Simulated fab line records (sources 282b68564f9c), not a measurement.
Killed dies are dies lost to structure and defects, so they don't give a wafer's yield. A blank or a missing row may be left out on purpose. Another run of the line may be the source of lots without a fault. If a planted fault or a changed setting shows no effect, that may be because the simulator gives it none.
Which tool did it? / flow rit_cmos / 15 lots, 45 wafers sampled, at 1 step of a route of 202

== WHAT THE GAUGES READ, wafer by wafer ==
The record lacks any reading of a measuring or inspecting step that a usual standard deviation could be used to judge.

== EACH LOT AND THE TOOL THAT RAN IT (in order: tool; ch and the chambers of the sampled wafers; start) ==
lot=L525; RIT_PLDD_DEVELOP_05=litho_track-02 ch 0, day 2 20:00
lot=L526; RIT_PLDD_DEVELOP_05=litho_track-03 ch 0, day 2 23:00
lot=L527; RIT_PLDD_DEVELOP_05=litho_track-03 ch 0, day 3 11:00
lot=L528; RIT_PLDD_DEVELOP_05=litho_track-03 ch 0, day 3 19:00
lot=L529; RIT_PLDD_DEVELOP_05=litho_track-02 ch 0, day 4 01:00
lot=L532; RIT_PLDD_DEVELOP_05=litho_track-02 ch 0, day 4 14:00
lot=L534; RIT_PLDD_DEVELOP_05=litho_track-02, day 5 07:00
lot=L535; RIT_PLDD_DEVELOP_05=litho_track-02, day 5 08:00
lot=L536; RIT_PLDD_DEVELOP_05=litho_track-03, day 5 08:00
lot=L539; RIT_PLDD_DEVELOP_05=litho_track-04 ch 0, day 6 02:00
lot=L541; RIT_PLDD_DEVELOP_05=litho_track-03 ch 0, day 6 13:00
lot=L542; RIT_PLDD_DEVELOP_05=litho_track-03 ch 0, day 6 14:00
lot=L543; RIT_PLDD_DEVELOP_05=litho_track-02 ch 0, day 6 19:00
lot=L546; RIT_PLDD_DEVELOP_05=litho_track-03 ch 0, day 7 10:00
lot=L547; RIT_PLDD_DEVELOP_05=litho_track-03 ch 0, day 19 02:00
- RIT_PLDD_DEVELOP_05: develop time 50 s.

== AS READ BY THE TOOLS THEMSELVES (means over the sampled wafers that have a number; for cases with no such wafer, the mark the record gives instead) ==
RIT_PLDD_DEVELOP_05.
lot=L525; tool=litho_track-02; chill_plate_temp_C (C)=22.89; resist_line_temp_C (C)=23.05
lot=L526; tool=litho_track-03; chill_plate_temp_C (C)=23.14; resist_line_temp_C (C)=22.94
lot=L527; tool=litho_track-03; chill_plate_temp_C (C)=23.15; resist_line_temp_C (C)=23.07
lot=L528; tool=litho_track-03; chill_plate_temp_C (C)=23.06; resist_line_temp_C (C)=22.90
lot=L529; tool=litho_track-02; chill_plate_temp_C (C)=22.89; resist_line_temp_C (C)=23.02
lot=L532; tool=litho_track-02; chill_plate_temp_C (C)=22.91; resist_line_temp_C (C)=22.96
lot=L534; tool=litho_track-02; chill_plate_temp_C (C)=-; resist_line_temp_C (C)=-
lot=L535; tool=litho_track-02; chill_plate_temp_C (C)=-; resist_line_temp_C (C)=-
lot=L536; tool=litho_track-03; chill_plate_temp_C (C)=-; resist_line_temp_C (C)=-
lot=L539; tool=litho_track-04; chill_plate_temp_C (C)=23.00; resist_line_temp_C (C)=22.99
lot=L541; tool=litho_track-03; chill_plate_temp_C (C)=23.02; resist_line_temp_C (C)=22.98
lot=L542; tool=litho_track-03; chill_plate_temp_C (C)=22.94; resist_line_temp_C (C)=23.05
lot=L543; tool=litho_track-02; chill_plate_temp_C (C)=23.03; resist_line_temp_C (C)=22.88
lot=L546; tool=litho_track-03; chill_plate_temp_C (C)=22.90; resist_line_temp_C (C)=23.02
lot=L547; tool=litho_track-03; chill_plate_temp_C (C)=23.07; resist_line_temp_C (C)=22.85

== THE ANSWER, worked out from the rows above alone ==
Rule: usual is defined by the lots themselves. Put in order of their means at a reading, lots are off if they are a third of the lots or fewer, leave a main group of 4 or more, and stand apart from it by a gap of 3 or more times the standard deviation of the main group's means; of several such gaps the widest counts. Not used: any main group whose means are identical at the precision the tables above print for the reading. Also off: a lot with no number at a reading for which 4 or more lots have one. Where the step has rows for the other lots, those lots are counted as sound. The gauges are gone through in route order, then the tools' own readings, and for those a lot's mean is taken as printed above. At the first step where some lot is off, the reading lying furthest off is the one used; lots without a number count as furthest.
Off: L534, L535, L536, at RIT_PLDD_DEVELOP_05 (chill_plate_temp_C). Without a number there: L534, L535, L536. For the main group the mean is 23.00 C and the standard deviation 0.09.
If a tool, at that step or one of the process steps before it, ran each lot that is off and ran no sound lot following the first of them, it fits. None of those tried fits.

== WHAT THE SIMULATOR PUT IN ==
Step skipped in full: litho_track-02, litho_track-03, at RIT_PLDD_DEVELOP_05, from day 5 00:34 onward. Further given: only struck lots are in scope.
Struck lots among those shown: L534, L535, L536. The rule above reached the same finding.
